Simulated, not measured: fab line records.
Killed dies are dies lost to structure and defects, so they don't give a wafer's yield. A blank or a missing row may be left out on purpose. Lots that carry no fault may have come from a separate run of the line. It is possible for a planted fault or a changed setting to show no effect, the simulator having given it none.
Which tool was responsible? -- flow rit_cmos -- 15 lots, 45 wafers sampled, at 2 steps of a route of 202

WHAT EACH GAUGE READ, for each wafer
RIT_FOX2_THK_MEAS_91. Usual: FIELD_OXIDE_LEFT_2_THK gives 255 nm (standard deviation 6.3).
lot,measured,on,FIELD_OXIDE_LEFT_2_THK (nm),flag
L604,day 2 12:36,film_metro-02,248 252 254,
L605,day 2 17:07,film_metro-02,246 242 251,
L606,day 2 19:04,film_metro-01,249 247 248,
L607,day 2 23:11,film_metro-02,261 254 253,
L608,day 3 05:16,film_metro-02,254 248 249,
L609,day 3 10:13,film_metro-02,253 255 251,
L610,day 3 15:10,film_metro-04,258 255 261,
L611,day 3 18:37,film_metro-01,287 288 291,OFF
L612,day 4 00:29,film_metro-02,283 277 280,OFF
L614,day 4 11:31,film_metro-02,245 246 246,
L615,day 4 14:39,film_metro-04,284 292 287,OFF
L620,day 5 16:33,film_metro-01,261 262 254,
L624,day 6 13:23,film_metro-02,249 250 250,
L626,day 6 22:34,film_metro-04,265 263 261,
L627,day 7 02:38,film_metro-04,255 257 252,

WHICH TOOL RAN EACH LOT (tool, then ch and the chambers of the sampled wafers, then the start)
lot,RIT_GATE_WET_ETCH_00
L604,"wet_bench-02 ch 1, day 2 12:11"
L605,"wet_bench-04 ch 3, day 2 16:41"
L606,"wet_bench-02 ch 1, day 2 18:40"
L607,"wet_bench-02 ch 1, day 2 22:46"
L608,"wet_bench-02 ch 0, day 3 04:49"
L609,"wet_bench-02 ch 1, day 3 09:45"
L610,"wet_bench-04 ch 1, day 3 14:43"
L611,"wet_bench-02 ch 1, day 3 18:11"
L612,"wet_bench-02 ch 0, day 4 00:02"
L614,"wet_bench-04 ch 2, day 4 11:07"
L615,"wet_bench-02 ch 2, day 4 14:13"
L620,"wet_bench-01 ch 3, day 5 16:05"
L624,"wet_bench-01 ch 0, day 6 12:57"
L626,"wet_bench-04 ch 1, day 6 22:05"
L627,"wet_bench-04 ch 1, day 7 01:59"
- RIT_GATE_WET_ETCH_00: etches SiO2 in BOE, target depth 56 nm, time 60 s.

AS READ BY THE TOOLS THEMSELVES (means over the sampled wafers that have a number; for cases with no such wafer, the mark the record gives instead)
RIT_GATE_WET_ETCH_00. Usual: run_length_s at 88 s, with a standard deviation of 3.3.
lot,tool,run_length_s (s),flag
L604,wet_bench-02,87,
L605,wet_bench-04,86,
L606,wet_bench-02,88,
L607,wet_bench-02,87,
L608,wet_bench-02,92,
L609,wet_bench-02,94,
L610,wet_bench-04,86,
L611,wet_bench-02,65,OFF
L612,wet_bench-02,64,OFF
L614,wet_bench-04,85,
L615,wet_bench-02,58,OFF
L620,wet_bench-01,93,
L624,wet_bench-01,93,
L626,wet_bench-04,86,
L627,wet_bench-04,86,

THE ANSWER, worked out from the rows above alone
Rule: a lot counts as off when the mean over its wafers that have a number is more than 3 standard deviations away from the usual mean. Also off: a lot with no number at a reading for which 4 or more lots have one. The other lots that the step has rows for count as sound. Order of review: gauges by route order, followed by the tools' own readings, for which a lot's mean as printed above is used. The first step at which some lot is off is used, and at that step the reading that is off furthest; a lot without a number counts as furthest.
Off: at RIT_FOX2_THK_MEAS_91 (FIELD_OXIDE_LEFT_2_THK), L611, L612, L615.
If a tool, at a process step before that reading, ran all the lots that are off and no sound lot after the first of them, it fits. Not tried: the gauges at RIT_FOX2_THK_MEAS_91; whatever is off there is also off at RIT_GATE_WET_ETCH_00, on other tools, and gauge error can't account for it. One fits: wet_bench-02 at RIT_GATE_WET_ETCH_00. A fault onset in the window from L609 (day 3 09:45, its last sound lot) to L611 (day 3 18:11, its first lot off) fits.
On the lots that are off, the tool's own readings at RIT_GATE_WET_ETCH_00 differ by more than 5 times the standard deviation of the sound lots' means, which bears it out; run_length_s reads 62 s there versus 89 s on the sound lots.

WHAT THE SIMULATOR HAD PUT IN
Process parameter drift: wet_bench-02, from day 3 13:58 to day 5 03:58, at RIT_GATE_WET_ETCH_00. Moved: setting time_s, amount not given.
Struck lots among those shown: L611, L612, L615. The rule above reached the same finding.
